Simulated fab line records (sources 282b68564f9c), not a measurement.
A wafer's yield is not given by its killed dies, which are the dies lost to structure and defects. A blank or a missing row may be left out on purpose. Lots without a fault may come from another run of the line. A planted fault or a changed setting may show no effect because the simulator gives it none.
Problem report in the 8D (eight disciplines) form, filled by code :: flow rit-cmos :: the parts of the form that need people (team, actions taken, sign-off) are left out

1. THE ISSUE
Wafers without a fault read 238.4 s, standard deviation 0.37; run-length-s at RIT_ACTIVE_ETCH_13 reads a mean of 257.5 s on 6 wafers belonging to 2 lots. That is +52 standard deviations from the usual mean.
The step: etches Si3N4 in SF6, stops on SiO2, time 210 s, target depth 210 nm.
First seen on wafer L977.1, day 4 22:50, on rie-diel-02. At this step, 18 wafers from 6 lots have a number in the record. Rule for "out", or "out of limits": more than 4 standard deviations from the usual mean. All remaining wafers that have a number are taken as sound.

2. WHAT IT IS AND WHAT IT IS NOT
question: which readings at this step
is: run-length-s
is not: throttle-valve-pct

question: which lots
is: L977, L982
is not: L966, L968, L983, L984

question: which wafers of those lots
is: all that have a number
is not: -

question: read on which tools
is: rie-diel-02
is not: rie-diel-01, rie-diel-04

question: when
is: from day 4 22:50
is not: up to then (6 sound wafers); but 6 sound wafers of L983, L984 came after

3. SUSPECTS, AND WHAT RULES EACH OUT
Counting: a tool stays on the suspect list if, at a process step up to the reading, it processed all lots that are out and no sound lot following the first of them.
- rie-diel-02 at RIT_ACTIVE_ETCH_13 (etches Si3N4 in SF6, stops on SiO2, time 210 s, target depth 210 nm): kept. All lots that are out passed through it, beginning with L977 at day 4 22:50, and no sound lot followed; its final sound lot before that point was L966 at day 2 15:43. Out on those wafers are its own readings of run-length-s.
Left after counting: rie-diel-02 at RIT_ACTIVE_ETCH_13.

4. THE CAUSE (what the simulator had put in)
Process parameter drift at RIT_ACTIVE_ETCH_13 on rie-diel-02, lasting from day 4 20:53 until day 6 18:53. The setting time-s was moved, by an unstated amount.
The count eliminated every tool but this one.

5. THE CHAIN OF EFFECTS, in route order
Each row: a reading where the mean over the struck wafers with a number is more than 3 standard deviations away from the usual. Readings are gone through only where the record gives a usual standard deviation; hours: the median, over the lots, of the time from a lot's start at the first step in this table giving one to that lot's start at this step; sigmas: the change measured in usual standard deviations.
hours: 0
step: RIT_ACTIVE_ETCH_13
reading: oes-product-au
usual: 0.823 a.u.
on struck wafers: 0.788
change: -0.035
sigmas: -3.2

hours: 0
step: RIT_ACTIVE_ETCH_13
reading: run-length-s
usual: 238.4 s
on struck wafers: 257.5
change: +19.1
sigmas: +52
Here are the process steps it includes:
- RIT_ACTIVE_ETCH_13: etches Si3N4 in SF6, stops on SiO2, time 210 s, target depth 210 nm.
At these later measuring or inspecting steps, every struck wafer for which the step has a row has a number for every such reading, and none has moved that far: RIT_ACTIVE_CD_MEAS_90, RIT_FOX1_THK_MEAS_01, RIT_FOX2_THK_MEAS_01, RIT_FOX2_THK_MEAS_90.

6. WHAT WOULD HAVE CAUGHT IT SOONER
First out-of-limits reading in this record: day 4 22:50, which is 2 hours after fault onset at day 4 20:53.
